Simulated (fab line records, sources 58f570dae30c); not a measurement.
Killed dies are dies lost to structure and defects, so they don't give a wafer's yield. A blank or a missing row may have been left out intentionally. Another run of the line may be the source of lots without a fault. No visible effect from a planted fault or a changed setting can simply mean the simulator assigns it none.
A single fault, viewed from 2 desks / flow berkeleyCmos170 / numbers are kept per desk, each desk with only its own; the story behind them comes last

## FOR THE TOOL OWNER'S DESK: lithoTrack-01
At UCB170_V2_SOFTBAKE_08 (time 60 s), the tool's own readings, given per lot that ran on this tool as the mean of the sampled wafers with a number. If a lot's mean is further than 4 standard deviations from the usual mean, the lot is out of limits and carries the mark OUT (the distance appears in the brackets).
Columns: A = runLengthS at UCB170_V2_SOFTBAKE_08, usual 89.07 s
lot=L267; first seen here=day 10 08:37; A=89.19
lot=L268; first seen here=day 11 09:45; A=94.79 (+36) OUT
lot=L270; first seen here=day 11 12:44; A=94.70 (+35) OUT
lot=L269; first seen here=day 11 17:11; A=94.65 (+35) OUT
This desk finds L268, L269, L270 out of limits, L268 being first, at day 11 09:45 (runLengthS at UCB170_V2_SOFTBAKE_08). Within limits: L267.

## THE METROLOGY DESK
What the gauges read, lot by lot, whatever tool the lot ran on: means of the sampled wafers that have a number. If a lot's mean is further than 4 standard deviations from the usual mean, the lot is out of limits and carries the mark OUT (the distance appears in the brackets).
Columns: A = cdNm at UCB170_M2_CD_MEAS_90, usual 698 nm; B = V2_TEOS_THK at UCB170_V2_THK_MEAS_01, usual 2010 nm; C = V2_BOW at UCB170_V2_BOW_MEAS_03, usual 35 um; D = V2_POLISHED_THK at UCB170_V2_THK_MEAS_04, usual 1000.1 nm
lot=L262; first seen here=day 9 01:44; A=699; B=1992; C=35; D=1000.0
lot=L267; first seen here=day 10 07:20; A=701; B=1995; C=44; D=1001.3
lot=L268; first seen here=day 11 08:26; A=700; B=2025; C=29; D=999.9
lot=L270; first seen here=day 11 10:53; A=702; B=2007; C=35; D=1000.1
lot=L269; first seen here=day 11 15:30; A=696; B=2008; C=32; D=1000.9
lot=L278; first seen here=day 12 21:57; A=697; B=2064; C=43; D=998.9
lot=L282; first seen here=day 13 21:26; A=696; B=2013; C=34; D=1000.6
This desk found nothing out of limits on any of the 7 lots.

## PUT TOGETHER
The tool owner's desk had the chance to raise an alarm at day 11 09:45 on L268, L269, L270.
The metrology desk saw nothing out of limits.
The metrology desk holds a record of L268, L269, L270, inside its limits.
All the named lots went through UCB170_V2_SOFTBAKE_08 on lithoTrack-01.

## WHAT THE SIMULATOR PUT IN
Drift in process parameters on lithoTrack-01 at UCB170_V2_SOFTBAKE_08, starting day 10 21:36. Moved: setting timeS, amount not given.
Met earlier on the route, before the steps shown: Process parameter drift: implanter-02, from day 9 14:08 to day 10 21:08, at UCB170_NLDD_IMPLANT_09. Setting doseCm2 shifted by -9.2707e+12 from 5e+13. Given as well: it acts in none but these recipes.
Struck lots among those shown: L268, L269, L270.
Hours from the fault's start to each desk's first reading out of limits: the tool owner's desk, 12.
